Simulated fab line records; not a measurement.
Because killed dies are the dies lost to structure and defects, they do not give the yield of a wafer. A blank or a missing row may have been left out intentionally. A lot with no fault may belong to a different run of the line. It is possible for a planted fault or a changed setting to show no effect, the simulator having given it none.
One fault seen from 2 desks | flow rit cmos | numbers are kept per desk, each desk with only its own; the story behind them comes last

## AT THE METROLOGY DESK
What the gauges read for every lot (on any tool): the sampled wafers with a number, averaged. A lot is out of limits, marked OUT, if its mean lies more than 4 standard deviations from the usual mean; the brackets give that distance.
Columns: A = GATE_OVL at RIT_GATE_OVL_MEAS_17, usual 0.4 nm; B = CONTACT_TEOS_THK at RIT_CONTACT_THK_MEAS_01, usual 401 nm
lot  | first seen here | A    | B
L750 | day 2 22:03     | 1.2  | 399
L749 | day 2 22:20     | 1.3  | 407
L751 | day 3 04:51     | 0.5  | 403
L753 | day 3 15:11     | 0.4  | 394
L754 | day 3 17:33     | 0.1  | 403
L757 | day 4 08:17     | -0.7 | 414
L759 | day 4 20:35     | -0.5 | 414
L761 | day 5 10:27     | 2.3  | 401
L764 | day 6 02:05     | -0.7 | 404
L766 | day 6 11:06     | -0.4 | 400
L767 | day 6 14:58     | -0.7 | 398
L769 | day 6 22:53     | 0.6  | 401
L771 | day 7 04:55     | -0.4 | 397
L772 | day 7 09:29     | 0.8  | 404
This desk found nothing out of limits on any of the 14 lots.

## DESK OF THE TOOL OWNER: pecvd-04
The tool's own readings at RIT_CONTACT_CVD_00 (deposits SiO2 from TEOS, target thk 400 nm, time 61 s): means of the sampled wafers that have a number, for each lot that ran on this tool. A lot is out of limits, marked OUT, if its mean lies more than 4 standard deviations from the usual mean; the brackets give that distance.
Columns: A = heater power w at RIT_CONTACT_CVD_00, usual 318 W; B = run length s at RIT_CONTACT_CVD_00, usual 88.9 s
lot  | first seen here | A   | B
L751 | day 3 19:37     | 271 | 88.8
L754 | day 4 07:26     | 313 | 88.6
L757 | day 4 23:41     | 290 | 91.3 (+4.1) OUT
L759 | day 5 10:58     | 297 | 91.0
L771 | day 7 20:04     | 261 | 88.9
This desk finds L757 out of limits, L757 being first, at day 4 23:41 (run length s at RIT_CONTACT_CVD_00). In limits: L751, L754, L759, L771.

## TAKEN TOGETHER
The tool owner's desk had the chance to raise an alarm at day 4 23:41 on L757.
At the metrology desk, nothing out of limits was observed.
The metrology desk holds a record of L757, inside its limits.
On pecvd-04, each named lot ran RIT_CONTACT_CVD_00.

## WHAT HAD BEEN PUT IN BY THE SIMULATOR
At RIT_CONTACT_CVD_00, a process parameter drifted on pecvd-04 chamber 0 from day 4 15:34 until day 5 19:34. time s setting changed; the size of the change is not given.
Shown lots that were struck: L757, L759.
Delay in hours, fault start to first out-of-limits reading, by desk: the tool owner's desk at 8.
